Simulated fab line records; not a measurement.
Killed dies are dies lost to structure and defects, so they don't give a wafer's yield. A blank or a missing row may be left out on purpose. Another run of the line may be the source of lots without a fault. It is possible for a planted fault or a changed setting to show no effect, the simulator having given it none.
One fault through the eyes of 2 desks -- flow rit cmos -- only its own numbers are on each desk; what lay behind them is given at the end

AT THE METROLOGY DESK
What the gauges read for every lot (on any tool): the sampled wafers with a number, averaged. Any lot whose mean is over 4 standard deviations away from the usual mean is out of limits and marked OUT; that distance is given in the brackets.
Columns: A = GATE_OXIDE_THK at RIT_GATE_THK_MEAS_07, usual 3.01 nm; B = GATE_POLY_THK at RIT_GATE_THK_MEAS_09, usual 249 nm; C = cd nm at RIT_GATE_CD_MEAS_16, usual 150.0 nm; D = GATE_OVL at RIT_GATE_OVL_MEAS_17, usual -0.7 nm
lot,first seen here,A,B,C,D
L423,day 2 13:50,2.84,245,151.1,0.7
L431,day 4 02:23,2.89,250,148.5,-1.5
L435,day 4 22:43,2.98,251,149.5,-2.0
L444,day 6 21:23,2.97,247,150.5,-0.8
L446,day 7 05:28,3.11,250,147.8,-1.0
This desk's finding: nothing out of limits on any of the 5 lots.

FOR THE TOOL OWNER'S DESK: rie si-01
The tool's own readings at RIT_GATE_ETCH_19 (etches poly-Si in SF6/CHF3/O2, stops on SiO2, time 165 s, target depth 312.5 nm): means of the sampled wafers that have a number, for each lot that ran on this tool. Any lot whose mean is over 4 standard deviations away from the usual mean is out of limits and marked OUT; that distance is given in the brackets.
Columns: A = drypump motor current A at RIT_GATE_ETCH_19, usual 5.7 A; B = oes product au at RIT_GATE_ETCH_19, usual 0.840 a.u.; C = rf fwd power W at RIT_GATE_ETCH_19, usual 159.2 W; D = run length s at RIT_GATE_ETCH_19, usual 193.2 s; E = throttle valve pct at RIT_GATE_ETCH_19, usual 10.28 %
lot,first seen here,A,B,C,D,E
L423,day 2 17:46,6.2,0.827,159.5,193.6,10.27
L431,day 4 05:23,5.9,0.838,159.1,193.7,10.26
L435,day 5 01:44,6.0,0.803,159.2,202.9 (+29) OUT,10.25
Finding of this desk: L435 out of limits; the first was L435 at day 5 01:44, on run length s at RIT_GATE_ETCH_19. In limits: L423, L431.

PUT TOGETHER
At day 5 01:44, on L435, the tool owner's desk was in a position to raise an alarm.
Metrology desk: nothing out of limits seen.
The metrology desk has L435 on record, within its limits.
Of the lots named, all ran RIT_GATE_ETCH_19 on rie si-01.

WHAT THE SIMULATOR HAD INSERTED
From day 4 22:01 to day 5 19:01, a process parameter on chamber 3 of rie si-01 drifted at RIT_GATE_ETCH_19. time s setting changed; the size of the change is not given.
Lots struck among those shown: L435.
Delay in hours, fault start to first out-of-limits reading, by desk: the tool owner's desk at 4.
